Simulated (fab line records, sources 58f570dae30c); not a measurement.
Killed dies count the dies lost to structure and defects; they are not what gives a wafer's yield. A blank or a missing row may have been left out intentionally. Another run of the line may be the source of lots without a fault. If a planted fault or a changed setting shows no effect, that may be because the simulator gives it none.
The tool behind it: which one? ; flow berkeley_cmos170 ; 14 lots, 42 wafers sampled, at 3 steps of a route of 331

== WHAT THE GAUGES SHOWED, per wafer ==
UCB170_V1_THK_MEAS_04. Usual: V1_POLISHED_THK gives 1000.8 nm (standard deviation 1.3).
lot;measured;on;V1_POLISHED_THK (nm);flag
L246;day 7 05:21;film_metro-01;998.3 1002.8 1001.6;
L247;day 7 07:55;film_metro-01;1003.4 999.6 1001.6;
L249;day 7 08:13;film_metro-02;998.8 1000.3 1000.0;
L252;day 8 15:11;film_metro-02;1000.1 1001.4 1000.3;
L256;day 9 02:04;film_metro-01;999.8 998.9 1001.9;
L259;day 9 02:23;film_metro-04;999.3 1002.6 1000.6;
L260;day 9 22:13;film_metro-02;1000.2 1000.4 999.9;
L262;day 9 22:32;film_metro-01;1000.8 1002.9 1000.7;
L261;day 9 22:49;film_metro-02;1002.9 1001.9 999.5;
L263;day 10 08:39;film_metro-02;1001.6 1000.4 1000.4;
L265;day 11 05:05;film_metro-01;1000.6 999.0 1000.2;
L266;day 11 22:31;film_metro-04;1002.0 999.9 1001.7;
L269;day 12 02:17;film_metro-04;1001.4 1000.5 1000.1;
L267;day 12 08:56;film_metro-01;1001.9 1000.7 1002.3;

UCB170_M2_THK_MEAS_03: measures by xrf. Usual: M2_AL_THK gives 895 nm (standard deviation 12).
lot;measured;on;M2_AL_THK (nm);flag
L246;day 7 08:50;film_metro-03;905 906 906;
L247;day 7 10:58;film_metro-03;912 906 907;
L249;day 7 11:19;film_metro-03;900 894 891;
L252;day 8 17:23;film_metro-04;896 905 887;
L256;day 9 04:06;film_metro-03;905 917 907;
L259;day 9 04:22;film_metro-01;926 909 915;
L260;day 10 00:24;film_metro-03;895 905 898;
L262;day 10 00:40;film_metro-01;886 888 901;
L261;day 10 00:59;film_metro-04;909 903 894;
L263;day 10 10:40;film_metro-01;880 881 863;
L265;day 11 08:20;film_metro-04;882 888 886;
L266;day 12 00:34;film_metro-01;884 896 884;
L269;day 12 04:35;film_metro-01;897 904 895;
L267;day 12 10:58;film_metro-01;898 904 884;

== WHICH TOOL RAN EACH LOT (tool, then ch and the chambers of the sampled wafers, then the start) ==
lot;UCB170_V1_CMP_02
L246;cmp-02 ch 0,2,3, day 7 04:54
L247;cmp-02 ch 0,3, day 7 07:29
L249;cmp-02 ch 1,2, day 7 07:47
L252;cmp-01 ch 0,1,3, day 8 14:49
L256;cmp-01 ch 0,1,2, day 9 01:39
L259;cmp-01 ch 1,2,3, day 9 02:03
L260;cmp-02 ch 0,2, day 9 21:50
L262;cmp-02 ch 0,3, day 9 22:05
L261;cmp-02 ch 1,2,3, day 9 22:26
L263;cmp-01 ch 2,3, day 10 08:17
L265;cmp-02 ch 0,1,2, day 11 04:43
L266;cmp-01 ch 2,3, day 11 22:05
L269;cmp-01 ch 0,2,3, day 12 01:52
L267;cmp-01 ch 0,1, day 12 08:34
- UCB170_V1_CMP_02: polishes SiO2.

== WHAT THE TOOLS THEMSELVES READ (means of the sampled wafers that have a number; where no wafer has one, the mark that the record gives instead) ==
UCB170_V1_CMP_02. Usual: motor_current_A 15.7 A, standard deviation 1.6; slurry_flow_ml_min 150.0, standard deviation 0.39.
lot;tool;motor_current_A (A);slurry_flow_ml_min;flag
L246;cmp-02;17.0;150.2;
L247;cmp-02;18.2;149.6;
L249;cmp-02;14.4;149.8;
L252;cmp-01;15.8;149.8;
L256;cmp-01;15.4;150.3;
L259;cmp-01;15.3;150.3;
L260;cmp-02;17.3;150.0;
L262;cmp-02;18.7;149.9;
L261;cmp-02;15.9;150.0;
L263;cmp-01;14.6;149.9;
L265;cmp-02;16.3;150.0;
L266;cmp-01;14.7;149.8;
L269;cmp-01;14.9;149.5;
L267;cmp-01;15.1;149.8;

== THE ANSWER, worked out from the rows above alone ==
Rule: a lot counts as off when the mean over its wafers that have a number is more than 3 standard deviations away from the usual mean. Also off: a lot with no number at a reading for which 4 or more lots have one. Where the step has rows for the other lots, those lots are counted as sound. First the gauges in route order, then the tools' own readings, where a lot's mean is used as printed above. The first step at which some lot is off is used, and at that step the reading that is off furthest; a lot without a number counts as furthest.
No lot is off at any reading shown: from this, nothing can be told.

== WHAT WAS PUT IN BY THE SIMULATOR ==
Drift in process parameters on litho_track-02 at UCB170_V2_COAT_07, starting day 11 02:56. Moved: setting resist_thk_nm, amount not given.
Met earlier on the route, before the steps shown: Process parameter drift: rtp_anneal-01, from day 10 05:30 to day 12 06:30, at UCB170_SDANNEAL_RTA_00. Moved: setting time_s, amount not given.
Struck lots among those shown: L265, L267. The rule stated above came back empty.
